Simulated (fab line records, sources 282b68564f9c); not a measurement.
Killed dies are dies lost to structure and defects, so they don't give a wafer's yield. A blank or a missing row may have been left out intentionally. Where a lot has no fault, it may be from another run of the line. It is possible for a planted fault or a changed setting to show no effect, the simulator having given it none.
Split-lot trial | flow rit_cmos | 23 wafers read across 5 lots, on a route 202 steps long

== ABOUT THE SPLIT ==
At RIT_GATE_OXIDATION_05 (target thk 3 nm, ox time 270 s), the setting ox_time_s was moved away from the recipe's 270 s on 15 of the 23 wafers read, by -14.6% to +9.2%. All remaining wafers had this setting at the recipe value.

== FROM THE SPLIT TO THE READING: what the file shows between them, 1 step ==
- RIT_GATE_ANNEAL_06: time 600 s

== THE READING ==
At RIT_GATE_THK_MEAS_07: GATE_OXIDE_THK, given in nm. A value of 3.02 nm with a standard deviation of 0.06 nm is what fault-free wafers of this fab line usually give.

wafer  | tool, chamber at the split | ox_time_s as run, s | against the recipe | GATE_OXIDE_THK, nm | against lot-mates on the recipe
L076.1 | furnace-04, 0              | 270                 | recipe             | 3.06               | -
L076.3 | furnace-04, 0              | 270                 | recipe             | 3.12               | -
L076.4 | furnace-04, 0              | 270                 | recipe             | 3.10               | -
L077.2 | -, -                       | 237.6               | -12.0%             | 2.74               | no lot-mate on the recipe
L077.3 | -, -                       | 237.6               | -12.0%             | 2.77               | no lot-mate on the recipe
L077.4 | -, -                       | 237.6               | -12.0%             | 2.68               | no lot-mate on the recipe
L077.5 | -, -                       | 237.6               | -12.0%             | 2.76               | no lot-mate on the recipe
L077.6 | -, -                       | 237.6               | -12.0%             | 2.72               | no lot-mate on the recipe
L078.2 | -, -                       | 230.7               | -14.6%             | 2.66               | no lot-mate on the recipe
L078.3 | -, -                       | 230.7               | -14.6%             | 2.75               | no lot-mate on the recipe
L078.4 | -, -                       | 230.7               | -14.6%             | 2.75               | no lot-mate on the recipe
L078.5 | -, -                       | 230.7               | -14.6%             | 2.71               | no lot-mate on the recipe
L078.6 | -, -                       | 230.7               | -14.6%             | 2.73               | no lot-mate on the recipe
L079.1 | -, -                       | 294.8               | +9.2%              | 3.20               | no lot-mate on the recipe
L079.3 | -, -                       | 294.8               | +9.2%              | 3.18               | no lot-mate on the recipe
L079.4 | -, -                       | 294.8               | +9.2%              | 3.26               | no lot-mate on the recipe
L079.5 | -, -                       | 294.8               | +9.2%              | 3.17               | no lot-mate on the recipe
L079.6 | -, -                       | 294.8               | +9.2%              | 3.14               | no lot-mate on the recipe
L082.1 | -, -                       | 270                 | recipe             | 3.01               | -
L082.3 | -, -                       | 270                 | recipe             | 2.98               | -
L082.4 | -, -                       | 270                 | recipe             | 2.99               | -
L082.5 | -, -                       | 270                 | recipe             | 3.00               | -
L082.6 | -, -                       | 270                 | recipe             | 3.00               | -

THE FIT
A straight line over all 23 wafers: GATE_OXIDE_THK changes by +0.021 nm for each +1% of ox_time_s; r = +0.97; the points scatter about the line by 0.048 nm.
Too few moved wafers with a lot-mate on the recipe to fit a line net of each lot's own level.

== THE WHOLE CHAIN: every reading that the file lists as answering this split, in the file's order ==
step                  | what it does                   | reading                                                                           | change (the file's fit)                | r (the file's)
RIT_GATE_OXIDATION_05 | target thk 3 nm, ox time 270 s | SiO2_of_GATE_OXIDATION_05.thk_nm (the simulator's own value, which no gauge read) | +0.0216 nm for each +1% of the setting | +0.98
RIT_GATE_THK_MEAS_07  |                                | GATE_OXIDE_THK                                                                    | +0.0211 for each +1% of the setting    | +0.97

== THE FILE'S OWN FIT ==
GATE_OXIDE_THK changes by +0.0211 nm for each +1% of ox_time_s, r = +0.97.
